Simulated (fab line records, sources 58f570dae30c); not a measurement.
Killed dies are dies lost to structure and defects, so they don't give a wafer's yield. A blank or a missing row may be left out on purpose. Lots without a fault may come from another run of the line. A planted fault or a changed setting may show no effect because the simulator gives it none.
Which tool did it? | flow berkeley_cmos170 | 7 lots, 21 wafers sampled, at 3 steps of a route of 331

WHAT THE GAUGES READ, wafer by wafer
UCB170_M1_CD_MEAS_90: target cd 700 nm.
lot  | measured     | on        | cd_nm (nm)
L830 | day 8 07:02  | cd_sem-01 | 699.4 699.7 698.1
L834 | day 9 04:56  | cd_sem-01 | 700.9 701.3 700.3
L837 | day 9 18:23  | cd_sem-01 | 686.5 685.9 684.8
L839 | day 10 01:43 | cd_sem-02 | 699.9 698.6 700.3
L848 | day 12 10:31 | cd_sem-01 | 700.2 701.1 700.1
L851 | day 12 17:54 | cd_sem-02 | 696.3 696.8 697.7
L852 | day 13 00:40 | cd_sem-02 | 697.5 700.4 699.0

WHICH TOOL RAN EACH LOT (tool, then ch and the chambers of the sampled wafers, then the start)
lot  | UCB170_M1_METAL_ETCH_12           | UCB170_M1_STRIP_13
L830 | rie_metal-02 ch 0,1, day 8 06:47  | plasma_asher-02 ch 0,1, day 8 06:55
L834 | rie_metal-02 ch 1, day 9 04:31    | plasma_asher-02 ch 0,1, day 9 04:38
L837 | rie_metal-04 ch 0,1, day 9 18:08  | plasma_asher-01 ch 0,1, day 9 18:17
L839 | rie_metal-03 ch 0, day 10 01:28   | plasma_asher-04 ch 0,1, day 10 01:36
L848 | rie_metal-02 ch 0,1, day 12 10:16 | plasma_asher-04 ch 0,1, day 12 10:23
L851 | rie_metal-02 ch 0,1, day 12 17:39 | plasma_asher-04 ch 0,1, day 12 17:47
L852 | rie_metal-02 ch 0,1, day 13 00:26 | plasma_asher-02 ch 0,1, day 13 00:34
- UCB170_M1_METAL_ETCH_12: etches Al in Cl2/BCl3, stops on PSG, target depth 780 nm, time 130 s.
- UCB170_M1_STRIP_13: strips in O2.

THE ANSWER, worked out from the rows above alone
Rule: what is usual is taken from the lots themselves. Put in order of their means at a reading, lots are off if they are a third of the lots or fewer, leave a main group of 4 or more, and stand apart from it by a gap of 3 or more times the standard deviation of the main group's means; of several such gaps the widest counts. A main group whose means are all the same, to the digits that the tables above print for the reading, isn't used. A lot without any number at a reading at which 4 lots or more have one is off too. The other lots that the step has rows for count as sound.
Off: L837, at UCB170_M1_CD_MEAS_90 (cd_nm). The main group: mean 699.3 nm, standard deviation 1.3.
A tool fits if, at a process step before that reading, it ran every lot that is off, and no sound lot after the first of them. The gauges at UCB170_M1_CD_MEAS_90 are tried like those tools. Can't be told from this: 2 tools fit, rie_metal-04 at UCB170_M1_METAL_ETCH_12, plasma_asher-01 at UCB170_M1_STRIP_13.

WHAT THE SIMULATOR HAD PUT IN
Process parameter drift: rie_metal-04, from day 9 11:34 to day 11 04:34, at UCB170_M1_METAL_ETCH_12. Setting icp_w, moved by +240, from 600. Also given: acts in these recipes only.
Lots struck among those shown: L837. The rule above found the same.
